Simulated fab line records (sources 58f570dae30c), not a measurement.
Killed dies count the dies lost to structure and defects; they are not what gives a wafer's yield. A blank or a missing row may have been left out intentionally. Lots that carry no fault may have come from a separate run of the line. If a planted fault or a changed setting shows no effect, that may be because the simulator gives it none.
Chamber matching | flow berkeley_cmos170 | 4 sister chambers for UCB170_GATE_ETCH_14 on rie_diel-03
The step etches BARC in N2/H2. 16 wafers are shown with their chamber, then 8 later ones without.

EACH WAFER AND ITS CHAMBER
wafer  | chamber | throttle_valve_pct (%) | drypump_motor_current_A (A) | oes_product_au (a.u.)
L123.2 | 2       | 13.46                  | 5.0                         | 1.025
L123.4 | 0       | 13.37                  | 5.8                         | 1.012
L123.5 | 3       | 13.02                  | 6.4                         | 0.985
L128.3 | 0       | 13.37                  | 5.8                         | 1.010
L128.4 | 1       | 13.17                  | 5.8                         | 1.017
L128.6 | 0       | 13.36                  | 5.8                         | 1.010
L130.1 | 2       | 13.46                  | 5.0                         | 1.042
L130.4 | 3       | 13.01                  | 6.5                         | 0.995
L130.5 | 3       | 13.01                  | 6.5                         | 0.996
L127.2 | 1       | 13.17                  | 5.7                         | 1.010
L127.4 | 0       | 13.35                  | 5.8                         | 1.012
L127.6 | 1       | 13.18                  | 5.7                         | 1.010
L129.2 | 0       | 13.36                  | 5.8                         | 1.019
L129.4 | 3       | 13.02                  | 6.5                         | 0.989
L129.6 | 2       | 13.47                  | 5.0                         | 1.043
L133.3 | 3       | 13.02                  | 6.5                         | 0.989

SIGNATURES (averages over the wafers above)
reading                 | chamber 0 | chamber 1 | chamber 2 | chamber 3 | scatter within a chamber
throttle_valve_pct      | 13.3620   | 13.1733   | 13.4633   | 13.0160   | 0.00667
drypump_motor_current_A | 5.800     | 5.733     | 5.000     | 6.480     | 0.035
oes_product_au          | 1.01260   | 1.01233   | 1.03667   | 0.99080   | 0.00561
Rule: a wafer lies at a distance from a chamber equal to the root of the sum of squares, over the readings, of (its reading less the chamber's mean, divided by the reading's scatter). The wafer belongs to the nearest chamber; if the next one is less than 2 further off, it can't be placed. The scatter is the square root of a quotient: the sum, over the shown wafers, of each reading's squared deviation from its chamber's mean, divided by wafers minus chambers.

WAFERS MISSING THEIR CHAMBER
wafer  | throttle_valve_pct (%) | drypump_motor_current_A (A) | oes_product_au (a.u.)
L133.5 | 13.00                  | 6.5                         | 0.986
L133.6 | 13.37                  | 5.8                         | 1.010
L136.1 | 13.03                  | 6.5                         | 0.977
L136.4 | 13.18                  | 5.7                         | 1.006
L136.6 | 13.01                  | 6.5                         | 0.984
L140.1 | 13.19                  | 5.7                         | 1.012
L140.4 | 13.35                  | 5.7                         | 1.019
L140.5 | 13.01                  | 6.5                         | 0.986

WHICH CHAMBER EACH ONE RAN IN
wafer  | from the rows above | in truth
L133.5 | 3                   | 3
L133.6 | 0                   | 0
L136.1 | 3                   | 3
L136.4 | 1                   | 1
L136.6 | 3                   | 3
L140.1 | 1                   | 1
L140.4 | 0                   | 0
L140.5 | 3                   | 3
Correctly placed: 8 of 8. Can't be placed from these rows: 0. Placed wrongly: 0.
